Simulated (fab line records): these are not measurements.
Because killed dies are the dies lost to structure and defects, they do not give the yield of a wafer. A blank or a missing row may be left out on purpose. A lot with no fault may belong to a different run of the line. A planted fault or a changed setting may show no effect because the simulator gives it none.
Which tool was responsible? / flow berkeley_cmos170 / 15 lots with 45 wafers sampled at 3 steps, on a route of 331 steps

WHAT THE GAUGES READ, wafer by wafer
UCB170_NVT_OVL_MEAS_06. Usual: for NVT_OVL the level is 4 nm and the standard deviation is 5.8.
lot=L689; measured=day 6 14:05; on=overlay-01; NVT_OVL (nm)=1 5 -2; flag=
lot=L690; measured=day 7 05:29; on=overlay-01; NVT_OVL (nm)=1 1 -4; flag=
lot=L695; measured=day 7 05:13; on=overlay-02; NVT_OVL (nm)=13 8 10; flag=
lot=L693; measured=day 7 05:26; on=overlay-02; NVT_OVL (nm)=0 6 7; flag=
lot=L699; measured=day 8 15:59; on=overlay-01; NVT_OVL (nm)=4 -3 4; flag=
lot=L697; measured=day 8 15:26; on=overlay-01; NVT_OVL (nm)=3 5 4; flag=
lot=L701; measured=day 9 04:32; on=overlay-02; NVT_OVL (nm)=7 1 2; flag=
lot=L704; measured=day 9 18:10; on=overlay-01; NVT_OVL (nm)=2 -2 -1; flag=
lot=L705; measured=day 10 01:58; on=overlay-01; NVT_OVL (nm)=9 1 3; flag=
lot=L706; measured=day 10 02:20; on=overlay-01; NVT_OVL (nm)=1 5 11; flag=
lot=L708; measured=day 10 21:23; on=overlay-01; NVT_OVL (nm)=4 3 4; flag=
lot=L709; measured=day 11 06:38; on=overlay-01; NVT_OVL (nm)=11 14 7; flag=
lot=L710; measured=day 11 13:07; on=overlay-02; NVT_OVL (nm)=-5 -10 -7; flag=
lot=L711; measured=day 11 12:52; on=overlay-01; NVT_OVL (nm)=-1 -8 -3; flag=
lot=L712; measured=day 12 00:48; on=overlay-01; NVT_OVL (nm)=7 13 10; flag=

UCB170_GATE_OVL_MEAS_13. Usual: for GATE_OVL the level is 7 nm and the standard deviation is 5.3.
lot=L689; measured=day 7 11:28; on=overlay-01; GATE_OVL (nm)=8 3 10; flag=
lot=L690; measured=day 7 21:51; on=overlay-01; GATE_OVL (nm)=7 -1 0; flag=
lot=L695; measured=day 7 22:26; on=overlay-01; GATE_OVL (nm)=5 1 11; flag=
lot=L693; measured=day 7 22:07; on=overlay-01; GATE_OVL (nm)=-4 1 2; flag=
lot=L699; measured=day 9 10:27; on=overlay-01; GATE_OVL (nm)=11 8 10; flag=
lot=L697; measured=day 9 10:10; on=overlay-02; GATE_OVL (nm)=8 9 7; flag=
lot=L701; measured=day 9 23:50; on=overlay-01; GATE_OVL (nm)=4 6 7; flag=
lot=L704; measured=day 10 11:55; on=overlay-02; GATE_OVL (nm)=11 13 16; flag=
lot=L705; measured=day 10 23:15; on=overlay-01; GATE_OVL (nm)=3 8 -2; flag=
lot=L706; measured=day 10 23:37; on=overlay-01; GATE_OVL (nm)=10 7 12; flag=
lot=L708; measured=day 11 16:07; on=overlay-01; GATE_OVL (nm)=11 15 12; flag=
lot=L709; measured=day 12 05:24; on=overlay-01; GATE_OVL (nm)=5 9 1; flag=
lot=L710; measured=day 12 15:55; on=overlay-02; GATE_OVL (nm)=-4 -11 0; flag=
lot=L711; measured=day 12 11:14; on=overlay-02; GATE_OVL (nm)=7 4 3; flag=
lot=L712; measured=day 12 20:05; on=overlay-02; GATE_OVL (nm)=4 5 10; flag=

WHICH TOOL RAN EACH LOT (tool, then ch and the chambers of the sampled wafers, then the start)
lot=L689; UCB170_PFIELD_STRIP_08=plasma_asher-02 ch 0,1, day 4 20:17
lot=L690; UCB170_PFIELD_STRIP_08=plasma_asher-04 ch 0,1, day 5 11:24
lot=L695; UCB170_PFIELD_STRIP_08=plasma_asher-02 ch 0,1, day 5 16:38
lot=L693; UCB170_PFIELD_STRIP_08=plasma_asher-02 ch 0,1, day 5 17:49
lot=L699; UCB170_PFIELD_STRIP_08=plasma_asher-02 ch 0,1, day 6 23:37
lot=L697; UCB170_PFIELD_STRIP_08=plasma_asher-02 ch 0,1, day 7 00:35
lot=L701; UCB170_PFIELD_STRIP_08=plasma_asher-02 ch 0,1, day 7 06:05
lot=L704; UCB170_PFIELD_STRIP_08=plasma_asher-02 ch 0,1, day 8 02:20
lot=L705; UCB170_PFIELD_STRIP_08=plasma_asher-03 ch 0,1, day 8 07:32
lot=L706; UCB170_PFIELD_STRIP_08=plasma_asher-03 ch 0,1, day 8 11:26
lot=L708; UCB170_PFIELD_STRIP_08=plasma_asher-02 ch 0,1, day 9 04:13
lot=L709; UCB170_PFIELD_STRIP_08=plasma_asher-04 ch 0, day 9 10:49
lot=L710; UCB170_PFIELD_STRIP_08=plasma_asher-03 ch 0,1, day 9 17:17
lot=L711; UCB170_PFIELD_STRIP_08=plasma_asher-03 ch 0,1, day 9 18:52
lot=L712; UCB170_PFIELD_STRIP_08=plasma_asher-04 ch 0,1, day 10 06:10
- UCB170_PFIELD_STRIP_08: strips in O2.

WHAT THE TOOLS THEMSELVES READ (means of the sampled wafers that have a number; where no wafer has one, the mark that the record gives instead)
UCB170_PFIELD_STRIP_08. Usual: drypump_motor_current_A 5.6 A, standard deviation 0.41; oes_product_au 0.735 a.u., standard deviation 0.0039; strip_time_to_endpoint_s 21.64 s, standard deviation 0.068.
lot=L689; tool=plasma_asher-02; drypump_motor_current_A (A)=5.5; oes_product_au (a.u.)=0.733; strip_time_to_endpoint_s (s)=21.60; flag=
lot=L690; tool=plasma_asher-04; drypump_motor_current_A (A)=5.1; oes_product_au (a.u.)=0.734; strip_time_to_endpoint_s (s)=21.69; flag=
lot=L695; tool=plasma_asher-02; drypump_motor_current_A (A)=5.8; oes_product_au (a.u.)=0.731; strip_time_to_endpoint_s (s)=21.66; flag=
lot=L693; tool=plasma_asher-02; drypump_motor_current_A (A)=5.8; oes_product_au (a.u.)=0.739; strip_time_to_endpoint_s (s)=21.61; flag=
lot=L699; tool=plasma_asher-02; drypump_motor_current_A (A)=5.5; oes_product_au (a.u.)=0.736; strip_time_to_endpoint_s (s)=21.61; flag=
lot=L697; tool=plasma_asher-02; drypump_motor_current_A (A)=5.8; oes_product_au (a.u.)=0.730; strip_time_to_endpoint_s (s)=21.56; flag=
lot=L701; tool=plasma_asher-02; drypump_motor_current_A (A)=5.8; oes_product_au (a.u.)=0.732; strip_time_to_endpoint_s (s)=21.74; flag=
lot=L704; tool=plasma_asher-02; drypump_motor_current_A (A)=5.5; oes_product_au (a.u.)=0.733; strip_time_to_endpoint_s (s)=21.64; flag=
lot=L705; tool=plasma_asher-03; drypump_motor_current_A (A)=5.7; oes_product_au (a.u.)=0.737; strip_time_to_endpoint_s (s)=21.67; flag=
lot=L706; tool=plasma_asher-03; drypump_motor_current_A (A)=5.7; oes_product_au (a.u.)=0.737; strip_time_to_endpoint_s (s)=21.71; flag=
lot=L708; tool=plasma_asher-02; drypump_motor_current_A (A)=5.8; oes_product_au (a.u.)=0.738; strip_time_to_endpoint_s (s)=21.61; flag=
lot=L709; tool=plasma_asher-04; drypump_motor_current_A (A)=5.0; oes_product_au (a.u.)=0.732; strip_time_to_endpoint_s (s)=21.66; flag=
lot=L710; tool=plasma_asher-03; drypump_motor_current_A (A)=5.7; oes_product_au (a.u.)=0.733; strip_time_to_endpoint_s (s)=21.49; flag=
lot=L711; tool=plasma_asher-03; drypump_motor_current_A (A)=5.8; oes_product_au (a.u.)=0.735; strip_time_to_endpoint_s (s)=21.72; flag=
lot=L712; tool=plasma_asher-04; drypump_motor_current_A (A)=5.1; oes_product_au (a.u.)=0.732; strip_time_to_endpoint_s (s)=21.71; flag=

THE ANSWER, worked out from the rows above alone
Rule: a lot is off if the mean of its wafers that have a number lies more than 3 standard deviations from the usual mean. Also off: a lot with no number at a reading for which 4 or more lots have one. Where the step has rows for the other lots, those lots are counted as sound. After the gauges, taken in route order, come the tools' own readings; for these a lot's mean is taken, as printed above. The first step at which some lot is off is used, and at that step the reading that is off furthest; a lot without a number counts as furthest.
None of the lots is off at any reading shown; this tells nothing.

WHAT WAS PUT IN BY THE SIMULATOR
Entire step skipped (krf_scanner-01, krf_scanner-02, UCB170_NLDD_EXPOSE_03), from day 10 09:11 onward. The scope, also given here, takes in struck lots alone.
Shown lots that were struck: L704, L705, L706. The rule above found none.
